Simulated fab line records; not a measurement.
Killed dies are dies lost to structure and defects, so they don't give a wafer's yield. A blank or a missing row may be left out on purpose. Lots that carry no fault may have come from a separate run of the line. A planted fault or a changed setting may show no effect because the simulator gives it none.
Matching of chambers | flow berkeley cmos170 | 4 sister chambers for UCB170_SPACER_ETCHBACK_03 on rie diel-03
The step etches SiO2 in CHF3/CF4/Ar, stops on Si, target depth 376 nm, time 100 s. 14 wafers are shown with their chamber, then 6 later ones without.

== WAFERS PAIRED WITH THEIR CHAMBERS ==
wafer  | chamber | throttle valve pct (%) | drypump motor current A (A) | oes product au (a.u.)
L766.1 | 1       | 6.44                   | 5.1                         | 0.890
L766.2 | 3       | 6.47                   | 4.9                         | 0.918
L766.3 | 2       | 6.28                   | 5.3                         | 0.893
L768.2 | 0       | 6.49                   | 5.7                         | 0.883
L768.4 | 0       | 6.49                   | 5.7                         | 0.906
L768.5 | 0       | 6.51                   | 5.7                         | 0.912
L771.2 | 0       | 6.48                   | 5.7                         | 0.911
L771.4 | 1       | 6.44                   | 5.1                         | 0.909
L771.6 | 1       | 6.44                   | 5.2                         | 0.901
L774.3 | 1       | 6.44                   | 5.1                         | 0.907
L774.4 | 2       | 6.29                   | 5.3                         | 0.897
L774.6 | 3       | 6.49                   | 4.9                         | 0.931
L777.2 | 3       | 6.47                   | 4.9                         | 0.915
L777.3 | 2       | 6.29                   | 5.4                         | 0.894

SIGNATURES, as means of the wafers listed above
reading                 | chamber 0 | chamber 1 | chamber 2 | chamber 3 | scatter within a chamber
throttle valve pct      | 6.4925    | 6.4400    | 6.2867    | 6.4767    | 0.00899
drypump motor current A | 5.700     | 5.125     | 5.333     | 4.900     | 0.0376
oes product au          | 0.90300   | 0.90175   | 0.89467   | 0.92133   | 0.00962
Rule: distance of a wafer from a chamber = root of the sum over the readings of ((wafer's reading minus chamber's mean) / reading's scatter) squared. The wafer belongs to the nearest chamber; if the next one is less than 2 further off, it can't be placed. The scatter is the square root of a quotient: the sum, over the shown wafers, of each reading's squared deviation from its chamber's mean, divided by wafers minus chambers.

== WAFERS WHOSE CHAMBER IS MISSING ==
wafer  | throttle valve pct (%) | drypump motor current A (A) | oes product au (a.u.)
L777.4 | 6.45                   | 5.1                         | 0.898
L781.3 | 6.47                   | 4.9                         | 0.915
L781.4 | 6.50                   | 5.7                         | 0.901
L781.5 | 6.29                   | 5.4                         | 0.895
L788.1 | 6.50                   | 5.7                         | 0.937
L788.6 | 6.44                   | 5.1                         | 0.945

== WHICH CHAMBER EACH WENT THROUGH ==
wafer  | from the rows above | in truth
L777.4 | 1                   | 1
L781.3 | 3                   | 3
L781.4 | 0                   | 0
L781.5 | 2                   | 2
L788.1 | 0                   | 0
L788.6 | 1                   | 1
Correctly placed: 6 of 6. Can't be placed from these rows: 0. 0 placed wrongly.
